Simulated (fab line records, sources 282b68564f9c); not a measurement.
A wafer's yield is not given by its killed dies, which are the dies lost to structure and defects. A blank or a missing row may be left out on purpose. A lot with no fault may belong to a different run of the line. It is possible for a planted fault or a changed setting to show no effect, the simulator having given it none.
Which tool did it?    flow rit cmos    Sampling: 14 lots, 42 wafers, 3 of 202 route steps

## WHAT EACH GAUGE READ, for each wafer
RIT_WELLDRIVE_RS_MEAS_01: the measuring method here is four-point-probe. Usual: NWELL_RS typically reads 275.4 ohm/sq, with standard deviation 0.7.
lot   measured     on             NWELL_RS (ohm/sq)  flag
L114  day 2 04:55  film metro-03  276.0 275.9 275.2  
L115  day 2 08:50  film metro-03  275.8 275.6 275.6  
L116  day 2 14:37  film metro-04  274.9 276.0 275.0  
L120  day 3 11:14  film metro-01  275.5 275.3 275.4  
L121  day 3 15:17  film metro-01  296.1 296.5 296.3  OFF
L122  day 3 21:30  film metro-01  275.5 275.2 274.9  
L125  day 4 11:05  film metro-03  294.6 294.7 294.7  OFF
L128  day 5 06:19  film metro-01  274.8 275.4 274.3  
L129  day 5 09:48  film metro-03  275.3 274.6 274.6  
L130  day 5 14:50  film metro-01  276.7 275.9 276.2  
L131  day 5 20:04  film metro-04  273.9 274.3 274.2  
L132  day 6 03:44  film metro-04  276.4 275.8 276.6  
L135  day 6 20:31  film metro-03  275.9 274.8 275.3  
L137  day 7 09:10  film metro-01  276.3 275.5 275.2  

RIT_WELLDRIVE_RS_MEAS_02: the measuring method here is four-point-probe. Usual: PWELL_RS typically reads 429.4 ohm/sq, with standard deviation 1.1.
lot   measured     on             PWELL_RS (ohm/sq)  flag
L114  day 2 05:02  film metro-03  430.0 429.4 428.7  
L115  day 2 08:57  film metro-03  428.2 428.9 428.0  
L116  day 2 14:44  film metro-04  428.4 428.0 428.9  
L120  day 3 11:22  film metro-01  429.4 429.8 429.0  
L121  day 3 15:24  film metro-01  450.1 449.7 449.5  OFF
L122  day 3 21:37  film metro-01  431.4 430.5 429.2  
L125  day 4 11:12  film metro-03  449.2 448.7 450.2  OFF
L128  day 5 06:26  film metro-01  429.2 429.0 429.8  
L129  day 5 09:55  film metro-03  430.9 429.6 429.5  
L130  day 5 14:57  film metro-01  429.5 429.8 429.4  
L131  day 5 20:11  film metro-04  431.8 429.3 429.1  
L132  day 6 03:51  film metro-04  431.9 431.6 430.2  
L135  day 6 20:38  film metro-03  430.4 430.2 430.5  
L137  day 7 09:17  film metro-01  427.9 427.7 429.3  

## EACH LOT AND THE TOOL THAT RAN IT (in order: tool; ch and the chambers of the sampled wafers; start)
lot   RIT_WELLDRIVE_ANNEAL_00
L114  furnace-01 ch 0, day 1 23:49
L115  furnace-02 ch 0, day 2 03:44
L116  furnace-04 ch 0, day 2 09:32
L120  furnace-01 ch 0, day 3 06:09
L121  furnace-02 ch 0, day 3 10:12
L122  furnace-01 ch 0, day 3 16:24
L125  furnace-02 ch 0, day 4 06:00
L128  furnace-01 ch 0, day 5 01:14
L129  furnace-04 ch 0, day 5 04:43
L130  furnace-01 ch 0, day 5 09:45
L131  furnace-04 ch 0, day 5 14:56
L132  furnace-04 ch 0, day 5 22:38
L135  furnace-01 ch 0, day 6 15:26
L137  furnace-04 ch 0, day 7 04:05
- RIT_WELLDRIVE_ANNEAL_00: time 14700 s.

## AS READ BY THE TOOLS THEMSELVES (means over the sampled wafers that have a number; for cases with no such wafer, the mark the record gives instead)
RIT_WELLDRIVE_ANNEAL_00. Usual: spike tc centre C 1102.6 C, standard deviation 1.2; spike tc load C 1129 C, standard deviation 4.1; spike tc source C 1124 C, standard deviation 5.1; tube center temp C 1100 C, standard deviation 0.11; tube_center_temp_C_max 1102.9, standard deviation 0.49.
lot   tool        spike tc centre C (C)  spike tc load C (C)  spike tc source C (C)  tube center temp C (C)  tube_center_temp_C_max  flag
L114  furnace-01  1101.0                 1133                 1118                   1100                    1103.0                  
L115  furnace-02  1101.5                 1123                 1131                   1100                    1102.6                  
L116  furnace-04  1102.6                 1126                 1127                   1100                    1102.7                  
L120  furnace-01  1102.7                 1133                 1118                   1100                    1102.9                  
L121  furnace-02  1084.1                 1104                 1111                   1082                    1084.6                  OFF
L122  furnace-01  1103.0                 1133                 1118                   1100                    1102.7                  
L125  furnace-02  1083.9                 1105                 1113                   1082                    1084.9                  OFF
L128  furnace-01  1102.3                 1133                 1120                   1100                    1102.8                  
L129  furnace-04  1103.5                 1125                 1128                   1100                    1103.1                  
L130  furnace-01  1102.5                 1132                 1119                   1100                    1102.7                  
L131  furnace-04  1103.0                 1126                 1129                   1100                    1102.8                  
L132  furnace-04  1104.3                 1125                 1128                   1100                    1103.9                  
L135  furnace-01  1102.5                 1132                 1119                   1100                    1103.5                  
L137  furnace-04  1103.7                 1126                 1128                   1100                    1102.7                  

## THE ANSWER, worked out from the rows above alone
Rule: take the mean of a lot's wafers that have a number; if it is more than 3 standard deviations from the usual mean, the lot is off. A lot without any number at a reading at which 4 lots or more have one is off too. Any other lot the step has rows for is counted as sound. Order of review: gauges by route order, followed by the tools' own readings, for which a lot's mean as printed above is used. The first step at which some lot is off is used, and at that step the reading that is off furthest; a lot without a number counts as furthest.
Off: L121, L125, at RIT_WELLDRIVE_RS_MEAS_01 (NWELL_RS).
If a tool, at a process step before that reading, ran all the lots that are off and no sound lot after the first of them, it fits. The gauges at RIT_WELLDRIVE_RS_MEAS_01 aren't tried: what is off there is off at RIT_WELLDRIVE_ANNEAL_00 too, on other tools, and a gauge's error can't cause that. One fits: furnace-02 at RIT_WELLDRIVE_ANNEAL_00. A fault onset in the window from L115 (day 2 03:44, its last sound lot) to L121 (day 3 10:12, its first lot off) fits.
The tool's own readings at RIT_WELLDRIVE_ANNEAL_00 bear it out: on the lots that are off they differ by more than 5 times the standard deviation of the sound lots' means. spike tc centre C reads 1084.0 C there against 1102.7 C on the sound lots; spike tc load C reads 1104 C there against 1129 C on the sound lots; tube center temp C reads 1082 C there against 1100 C on the sound lots; tube_center_temp_C_max reads 1084.8 there against 1103.0 on the sound lots.

## WHAT THE SIMULATOR PUT IN
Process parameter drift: furnace-02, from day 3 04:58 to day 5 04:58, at RIT_WELLDRIVE_ANNEAL_00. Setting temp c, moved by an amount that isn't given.
Struck lots among those shown: L121, L125. The rule given above showed the same thing.
